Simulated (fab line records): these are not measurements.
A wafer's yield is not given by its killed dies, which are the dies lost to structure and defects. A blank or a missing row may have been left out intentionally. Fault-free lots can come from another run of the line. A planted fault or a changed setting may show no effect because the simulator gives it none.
The tool behind it: which one?    flow rit cmos    14 lots, 42 wafers sampled, at 5 steps of a route of 202

== WHAT THE GAUGES READ, wafer by wafer ==
RIT_FOX1_THK_MEAS_01. Usual: FOX1_OXIDE_THK 352 nm, standard deviation 6.8.
lot   measured     on             FOX1_OXIDE_THK (nm)  flag
L957  day 2 00:26  film metro-03  350 349 351          
L958  day 2 04:53  film metro-01  353 345 346          
L959  day 2 08:43  film metro-01  357 359 362          
L960  day 2 13:35  film metro-04  353 354 364          
L961  day 2 20:23  film metro-04  352 345 348          
L962  day 3 00:23  film metro-04  339 339 343          
L963  day 3 05:22  film metro-01  342 341 346          
L972  day 5 02:41  film metro-01  361 356 365          
L973  day 5 07:17  film metro-01  364 364 363          
L974  day 5 12:34  film metro-04  344 352 345          
L975  day 5 18:20  film metro-03  355 360 351          
L977  day 6 03:56  film metro-01  365 363 363          
L978  day 6 08:07  film metro-04  350 351 354          
L979  day 6 13:48  film metro-04  356 351 358          

RIT_NWELL_OVL_MEAS_06. Usual: NWELL_OVL 1.0 nm, standard deviation 1.3.
lot   measured     on          NWELL_OVL (nm)  flag
L957  day 2 04:35  overlay-01  3.1 -0.1 0.4    
L958  day 2 09:29  overlay-01  1.2 0.5 0.0     
L959  day 2 12:02  overlay-02  -0.8 1.0 -0.1   
L960  day 2 17:01  overlay-01  2.9 2.3 -0.6    
L961  day 2 23:52  overlay-01  2.1 0.1 2.2     
L962  day 3 03:43  overlay-02  2.6 1.7 3.1     
L963  day 3 09:34  overlay-02  0.9 -0.3 0.1    
L972  day 5 06:00  overlay-02  3.0 3.0 1.0     
L973  day 5 10:48  overlay-01  1.9 3.2 2.0     
L974  day 5 15:59  overlay-02  1.4 -1.4 -0.9   
L975  day 5 22:00  overlay-02  -1.1 -0.4 1.5   
L977  day 6 07:27  overlay-01  2.1 3.2 4.6     
L978  day 6 11:34  overlay-01  0.8 1.4 1.3     
L979  day 6 18:30  overlay-01  -0.2 -1.2 1.2   

RIT_NRETRO_TW_MEAS_10. Usual: NRETRO_TW 1052, standard deviation 14.
lot   measured     on             NRETRO_TW                      flag
L957  day 2 13:52  film metro-02  1069 1071 1070                 
L958  day 2 20:04  film metro-03  1037 1045 1036                 
L959  day 2 21:20  film metro-03  1042 1037 1040                 
L960  day 3 02:41  film metro-03  1042 1043 1045                 
L961  day 3 09:52  film metro-03  1174 1172 1173 1172 1177 1174  OFF
L962  day 3 14:11  film metro-02  1195 1192 1191 1195 1190 1189  OFF
L963  day 3 18:46  film metro-02  1062 1063 1072                 
L972  day 5 15:35  film metro-01  1069 1067 1070                 
L973  day 5 20:58  film metro-03  1034 1037 1033                 
L974  day 6 01:10  film metro-03  1041 1048 1035                 
L975  day 6 08:40  film metro-03  1039 1033 1034                 
L977  day 6 16:44  film metro-01  1062 1063 1071                 
L978  day 6 21:02  film metro-01  1063 1065 1063                 
L979  day 7 03:40  film metro-01  1074 1068 1073                 

== TOOL THAT RAN EACH LOT (tool first, then ch and the chambers of the sampled wafers, then the start) ==
lot   RIT_NRETRO_IMPLANT_08           RIT_NRETRO_STRIP_09
L957  implanter-03 ch 0, day 2 13:32  plasma asher-01 ch 0,1, day 2 13:41
L958  implanter-02 ch 0, day 2 19:47  plasma asher-01 ch 0,1, day 2 19:55
L959  implanter-03 ch 0, day 2 21:01  plasma asher-04 ch 0,1, day 2 21:10
L960  implanter-02 ch 0, day 3 02:22  plasma asher-03 ch 0,1, day 3 02:29
L961  implanter-03 ch 0, day 3 09:32  plasma asher-01 ch 0,1, day 3 09:41
L962  implanter-03 ch 0, day 3 13:52  plasma asher-04 ch 0,1, day 3 14:00
L963  implanter-04 ch 0, day 3 18:26  plasma asher-04 ch 0, day 3 18:35
L972  implanter-02 ch 0, day 5 15:17  plasma asher-04 ch 0,1, day 5 15:25
L973  implanter-04 ch 0, day 5 20:40  plasma asher-04 ch 0,1, day 5 20:47
L974  implanter-02 ch 0, day 6 00:53  plasma asher-01 ch 0,1, day 6 01:02
L975  implanter-02 ch 0, day 6 08:20  plasma asher-01 ch 0,1, day 6 08:29
L977  implanter-02 ch 0, day 6 16:25  plasma asher-01 ch 0,1, day 6 16:34
L978  implanter-04 ch 0, day 6 20:43  plasma asher-03 ch 0,1, day 6 20:52
L979  implanter-03 ch 0, day 7 03:22  plasma asher-01 ch 0,1, day 7 03:29
- RIT_NRETRO_IMPLANT_08
- RIT_NRETRO_STRIP_09: strips in O2, time 180 s.

== WHAT THE TOOLS THEMSELVES READ (means of the sampled wafers that have a number; where no wafer has one, the mark that the record gives instead) ==
RIT_NRETRO_IMPLANT_08. Usual: beam on s 10.02 s, standard deviation 0.19; dose ions cm2 1e+13, standard deviation 9.9e+09; faraday current uA 31.7, standard deviation 0.58.
lot   tool          beam on s (s)  dose ions cm2  faraday current uA  flag
L957  implanter-03  10.15          1e+13          31.4                
L958  implanter-02  10.04          1e+13          31.6                
L959  implanter-03  9.98           1e+13          31.7                
L960  implanter-02  9.99           1e+13          31.7                
L961  implanter-03  14.10          1e+13          22.5                OFF
L962  implanter-03  14.40          1e+13          22.0                OFF
L963  implanter-04  9.78           1e+13          32.4                
L972  implanter-02  10.04          1e+13          31.5                
L973  implanter-04  10.04          1e+13          31.6                
L974  implanter-02  10.10          1e+13          31.5                
L975  implanter-02  9.75           1e+13          32.5                
L977  implanter-02  10.02          1e+13          31.7                
L978  implanter-04  10.09          1e+13          31.3                
L979  implanter-03  9.96           1e+13          31.8                

RIT_NRETRO_STRIP_09. Usual: drypump motor current A 6.15 A, standard deviation 0.18.
lot   tool             drypump motor current A (A)  flag
L957  plasma asher-01  6.04                         
L958  plasma asher-01  6.17                         
L959  plasma asher-04  6.10                         
L960  plasma asher-03  6.42                         
L961  plasma asher-01  6.02                         
L962  plasma asher-04  6.12                         
L963  plasma asher-04  6.02                         
L972  plasma asher-04  6.08                         
L973  plasma asher-04  6.08                         
L974  plasma asher-01  6.04                         
L975  plasma asher-01  6.18                         
L977  plasma asher-01  6.17                         
L978  plasma asher-03  6.40                         
L979  plasma asher-01  6.17                         

== THE ANSWER, worked out from the rows above alone ==
Rule: lot off if the mean of its wafers having a number is beyond 3 standard deviations from the usual mean. Also off: a lot with no number at a reading for which 4 or more lots have one. The other lots that the step has rows for count as sound. The gauges are gone through in route order, then the tools' own readings, and for those a lot's mean is taken as printed above. The first step at which some lot is off is used, and at that step the reading that is off furthest; a lot without a number counts as furthest.
Off: L961, L962, at RIT_NRETRO_TW_MEAS_10 (NRETRO_TW).
A tool fits if, at a process step before that reading, it ran every lot that is off, and no sound lot after the first of them. Not tried: the gauges at RIT_NRETRO_TW_MEAS_10; whatever is off there is also off at RIT_NRETRO_IMPLANT_08, on other tools, and gauge error can't account for it. Not one of the candidates tried fits.

== WHAT HAD BEEN PUT IN BY THE SIMULATOR ==
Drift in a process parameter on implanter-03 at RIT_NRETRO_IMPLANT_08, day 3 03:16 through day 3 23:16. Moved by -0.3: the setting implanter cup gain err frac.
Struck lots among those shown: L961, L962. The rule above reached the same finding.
